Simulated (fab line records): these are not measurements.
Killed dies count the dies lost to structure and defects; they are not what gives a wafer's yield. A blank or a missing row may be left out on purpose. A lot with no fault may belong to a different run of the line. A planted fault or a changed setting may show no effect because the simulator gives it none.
Which tool did it? / flow rit_cmos / 14 lots with 42 wafers sampled at 2 steps, on a route of 202 steps

## WHAT EACH GAUGE READ, for each wafer
RIT_GATE_THK_MEAS_09. Usual: for GATE_POLY_THK the level is 250.8 nm and the standard deviation is 2.6.
lot=L139; measured=day 2 14:59; on=film_metro-01; GATE_POLY_THK (nm)=249.4 251.1 251.6; flag=
lot=L140; measured=day 2 17:46; on=film_metro-01; GATE_POLY_THK (nm)=253.3 252.9 251.1; flag=
lot=L141; measured=day 3 02:50; on=film_metro-01; GATE_POLY_THK (nm)=252.1 252.4 250.1; flag=
lot=L142; measured=day 3 04:14; on=film_metro-02; GATE_POLY_THK (nm)=255.6 255.4 255.2; flag=
lot=L143; measured=day 3 11:56; on=film_metro-02; GATE_POLY_THK (nm)=249.6 248.6 251.2; flag=
lot=L144; measured=day 3 16:56; on=film_metro-01; GATE_POLY_THK (nm)=250.2 250.1 251.7; flag=
lot=L145; measured=day 3 23:22; on=film_metro-03; GATE_POLY_THK (nm)=250.0 250.7 250.7; flag=
lot=L146; measured=day 4 04:22; on=film_metro-02; GATE_POLY_THK (nm)=250.9 250.4 249.8; flag=
lot=L147; measured=day 4 12:17; on=film_metro-03; GATE_POLY_THK (nm)=255.1 256.3 254.0; flag=
lot=L148; measured=day 4 15:16; on=film_metro-01; GATE_POLY_THK (nm)=254.7 254.3 254.7; flag=
lot=L149; measured=day 4 16:53; on=film_metro-03; GATE_POLY_THK (nm)=247.4 248.6 248.8; flag=
lot=L154; measured=day 5 18:33; on=film_metro-02; GATE_POLY_THK (nm)=358.4 362.0 359.9; flag=OFF
lot=L157; measured=day 6 10:09; on=film_metro-02; GATE_POLY_THK (nm)=352.8 353.9 353.0; flag=OFF
lot=L159; measured=day 6 21:52; on=film_metro-03; GATE_POLY_THK (nm)=246.9 246.6 247.9; flag=

## WHAT TOOL EACH LOT RAN ON (gives the tool, then ch and the chambers of the sampled wafers, and finally the start)
lot=L139; RIT_GATE_CVD_08=lpcvd-02 ch 0, day 2 13:22
lot=L140; RIT_GATE_CVD_08=lpcvd-02 ch 0, day 2 16:08
lot=L141; RIT_GATE_CVD_08=lpcvd-01 ch 1, day 3 01:11
lot=L142; RIT_GATE_CVD_08=lpcvd-02 ch 0, day 3 02:37
lot=L143; RIT_GATE_CVD_08=lpcvd-01 ch 0, day 3 10:19
lot=L144; RIT_GATE_CVD_08=lpcvd-02 ch 1, day 3 15:17
lot=L145; RIT_GATE_CVD_08=lpcvd-01 ch 0, day 3 21:45
lot=L146; RIT_GATE_CVD_08=lpcvd-02 ch 0, day 4 02:45
lot=L147; RIT_GATE_CVD_08=lpcvd-01 ch 1, day 4 10:38
lot=L148; RIT_GATE_CVD_08=lpcvd-01 ch 0, day 4 12:50
lot=L149; RIT_GATE_CVD_08=lpcvd-01 ch 0, day 4 15:15
lot=L154; RIT_GATE_CVD_08=lpcvd-02 ch 0, day 5 16:56
lot=L157; RIT_GATE_CVD_08=lpcvd-02 ch 0, day 6 08:32
lot=L159; RIT_GATE_CVD_08=lpcvd-01 ch 0, day 6 20:14
- RIT_GATE_CVD_08: deposits poly-Si from SiH4, target thk 250 nm, time 2220 s.

## WHAT THE TOOLS THEMSELVES READ (means of the sampled wafers that have a number; where no wafer has one, the mark that the record gives instead)
RIT_GATE_CVD_08. Usual: spike_tc_centre_C 612.7 C, standard deviation 1; spike_tc_load_C 631.2 C, standard deviation 2; spike_tc_source_C 630.5 C, standard deviation 1.7; susceptor_temp_C 610.0 C, standard deviation 0.32; zone_power_centre_pct 26.3 %, standard deviation 2.2.
lot=L139; tool=lpcvd-02; spike_tc_centre_C (C)=613.5; spike_tc_load_C (C)=631.2; spike_tc_source_C (C)=630.7; susceptor_temp_C (C)=610.0; zone_power_centre_pct (%)=27.6; flag=
lot=L140; tool=lpcvd-02; spike_tc_centre_C (C)=613.2; spike_tc_load_C (C)=630.8; spike_tc_source_C (C)=630.7; susceptor_temp_C (C)=610.6; zone_power_centre_pct (%)=27.3; flag=
lot=L141; tool=lpcvd-01; spike_tc_centre_C (C)=613.8; spike_tc_load_C (C)=634.4; spike_tc_source_C (C)=630.6; susceptor_temp_C (C)=610.0; zone_power_centre_pct (%)=23.3; flag=
lot=L142; tool=lpcvd-02; spike_tc_centre_C (C)=612.8; spike_tc_load_C (C)=631.2; spike_tc_source_C (C)=630.2; susceptor_temp_C (C)=609.9; zone_power_centre_pct (%)=27.3; flag=
lot=L143; tool=lpcvd-01; spike_tc_centre_C (C)=613.3; spike_tc_load_C (C)=629.3; spike_tc_source_C (C)=631.5; susceptor_temp_C (C)=610.3; zone_power_centre_pct (%)=28.3; flag=
lot=L144; tool=lpcvd-02; spike_tc_centre_C (C)=614.2; spike_tc_load_C (C)=632.2; spike_tc_source_C (C)=626.0; susceptor_temp_C (C)=610.0; zone_power_centre_pct (%)=21.9; flag=
lot=L145; tool=lpcvd-01; spike_tc_centre_C (C)=613.3; spike_tc_load_C (C)=628.7; spike_tc_source_C (C)=630.8; susceptor_temp_C (C)=609.6; zone_power_centre_pct (%)=28.3; flag=
lot=L146; tool=lpcvd-02; spike_tc_centre_C (C)=612.2; spike_tc_load_C (C)=630.6; spike_tc_source_C (C)=632.5; susceptor_temp_C (C)=609.6; zone_power_centre_pct (%)=27.3; flag=
lot=L147; tool=lpcvd-01; spike_tc_centre_C (C)=612.6; spike_tc_load_C (C)=634.0; spike_tc_source_C (C)=630.6; susceptor_temp_C (C)=609.9; zone_power_centre_pct (%)=23.5; flag=
lot=L148; tool=lpcvd-01; spike_tc_centre_C (C)=613.0; spike_tc_load_C (C)=629.8; spike_tc_source_C (C)=631.4; susceptor_temp_C (C)=610.0; zone_power_centre_pct (%)=28.3; flag=
lot=L149; tool=lpcvd-01; spike_tc_centre_C (C)=612.6; spike_tc_load_C (C)=629.9; spike_tc_source_C (C)=630.9; susceptor_temp_C (C)=609.8; zone_power_centre_pct (%)=28.4; flag=
lot=L154; tool=lpcvd-02; spike_tc_centre_C (C)=626.7; spike_tc_load_C (C)=645.9; spike_tc_source_C (C)=645.6; susceptor_temp_C (C)=625.3; zone_power_centre_pct (%)=27.9; flag=OFF
lot=L157; tool=lpcvd-02; spike_tc_centre_C (C)=627.1; spike_tc_load_C (C)=646.6; spike_tc_source_C (C)=647.0; susceptor_temp_C (C)=625.0; zone_power_centre_pct (%)=28.2; flag=OFF
lot=L159; tool=lpcvd-01; spike_tc_centre_C (C)=612.7; spike_tc_load_C (C)=629.9; spike_tc_source_C (C)=631.2; susceptor_temp_C (C)=609.9; zone_power_centre_pct (%)=28.5; flag=

## THE ANSWER, worked out from the rows above alone
Rule: lot off if the mean of its wafers having a number is beyond 3 standard deviations from the usual mean. A lot without any number at a reading at which 4 lots or more have one is off too. All remaining lots with rows at the step are treated as sound. First the gauges in route order, then the tools' own readings, where a lot's mean is used as printed above. At the first step where some lot is off, the reading lying furthest off is the one used; lots without a number count as furthest.
Off: L154, L157, seen at RIT_GATE_THK_MEAS_09 (GATE_POLY_THK).
If a tool, at a process step before that reading, ran all the lots that are off and no sound lot after the first of them, it fits. The gauges at RIT_GATE_THK_MEAS_09 aren't tried: what is off there is off at RIT_GATE_CVD_08 too, on other tools, and a gauge's error can't cause that. One fits: lpcvd-02 at RIT_GATE_CVD_08. Its last sound lot is L146 (day 4 02:45), its first lot that is off L154 (day 5 16:56): a fault that began between those two fits.
The tool's own readings at RIT_GATE_CVD_08 bear it out: on the lots that are off they differ by more than 5 times the standard deviation of the sound lots' means. spike_tc_centre_C reads 626.9 C there against 613.1 C on the sound lots; spike_tc_load_C reads 646.2 C there against 631.0 C on the sound lots; spike_tc_source_C reads 646.3 C there against 630.6 C on the sound lots; susceptor_temp_C reads 625.1 C there against 610.0 C on the sound lots.

## WHAT THE SIMULATOR HAD INSERTED
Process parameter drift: lpcvd-02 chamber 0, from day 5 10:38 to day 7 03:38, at RIT_GATE_CVD_08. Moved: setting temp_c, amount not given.
Shown lots that were struck: L154, L157. The rule given above showed the same thing.
